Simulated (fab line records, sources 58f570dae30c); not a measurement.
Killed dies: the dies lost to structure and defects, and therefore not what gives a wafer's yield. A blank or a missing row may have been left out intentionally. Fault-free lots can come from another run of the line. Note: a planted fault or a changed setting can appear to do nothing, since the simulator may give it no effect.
8D (eight disciplines) problem report, filled in by code / flow berkeley cmos170 / the parts of the form that need people (team, actions taken, sign-off) are left out

1. PROBLEM STATEMENT
Wafers without a fault read 349.9 nm, standard deviation 1.4; cd nm at UCB170_GATE_CD_MEAS_12 reads a mean of 342.0 nm on 6 wafers belonging to 2 lots. That puts it -5.7 standard deviations away from the usual mean.
The step: target cd 350 nm.
Earliest sighting: wafer L279.4 on cd sem-02 at day 10 04:02. Wafers with a number at this step in the record: 42, from 14 lots. By rule, "out" or "out of limits" means more than 4 standard deviations away from the usual mean. The other wafers with a number count as sound.

2. WHAT THIS IS AND IS NOT
question=which readings at this step | is=cd nm | is not=-
question=which lots | is=L279, L282 | is not=L264, L265, L266, L267, L268, L271, L272, L275, L276, L277, L281, L286
question=which wafers of those lots | is=all that have a number | is not=-
question=read on which gauges | is=cd sem-02 | is not=cd sem-01
question=when | is=from day 10 04:02 | is not=up to then (33 sound wafers); but 3 sound wafers of L286 came after

3. WHAT RULES OUT EACH SUSPECT
Counting: a tool at a process step up to the reading stays a suspect if it ran every lot that is out and no sound lot after the first of them.
- the gauge at UCB170_GATE_CD_MEAS_12: kept. All the wafers that are out were read on cd sem-02, and no step on other tools shows them out.
- litho track-02 at UCB170_GATE_PEB_10: kept. All lots that are out passed through it, beginning with L279 at day 10 03:44, and no sound lot followed; its final sound lot before that point was L276 at day 9 22:47.
The count leaves cd sem-02 at UCB170_GATE_CD_MEAS_12 and litho track-02 at UCB170_GATE_PEB_10.

4. THE CAUSE (what the simulator had put in)
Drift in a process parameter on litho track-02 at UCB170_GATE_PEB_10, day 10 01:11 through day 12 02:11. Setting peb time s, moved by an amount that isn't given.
Of the 2 suspects that counting leaves, this tool is one.

5. THE CHAIN OF EFFECTS, in route order
Each row: a reading whose mean over the struck wafers that have a number lies more than 3 standard deviations from the usual. Scope: only readings with a usual standard deviation given in the record; hours: median across lots of the time from each lot's start at the first step in this table that gives one to its start at this step; sigmas: change in usual standard deviations.
hours=0; step=UCB170_GATE_CD_MEAS_12; reading=cd nm; usual=349.9 nm; on struck wafers=342.0; change=-7.9; sigmas=-5.7
At these later measuring or inspecting steps, every struck wafer for which the step has a row has a number for every such reading, and none has moved that far: UCB170_PLDD_CD_MEAS_06.

6. WHAT WOULD HAVE CAUGHT IT SOONER
The first out-of-limits reading at a measuring or inspecting step in this record came at day 10 04:02, 3 hours after the fault's start at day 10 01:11.
No tool reading at UCB170_GATE_PEB_10 that has a usual standard deviation in the record was out on any struck wafer, so an alarm limit of 4 standard deviations on those readings would not have fired.
Lots out: 2; of these, L282 started UCB170_GATE_PEB_10 on litho track-02 after day 10 04:02. It would have been spared by a hold on the tool at that moment.
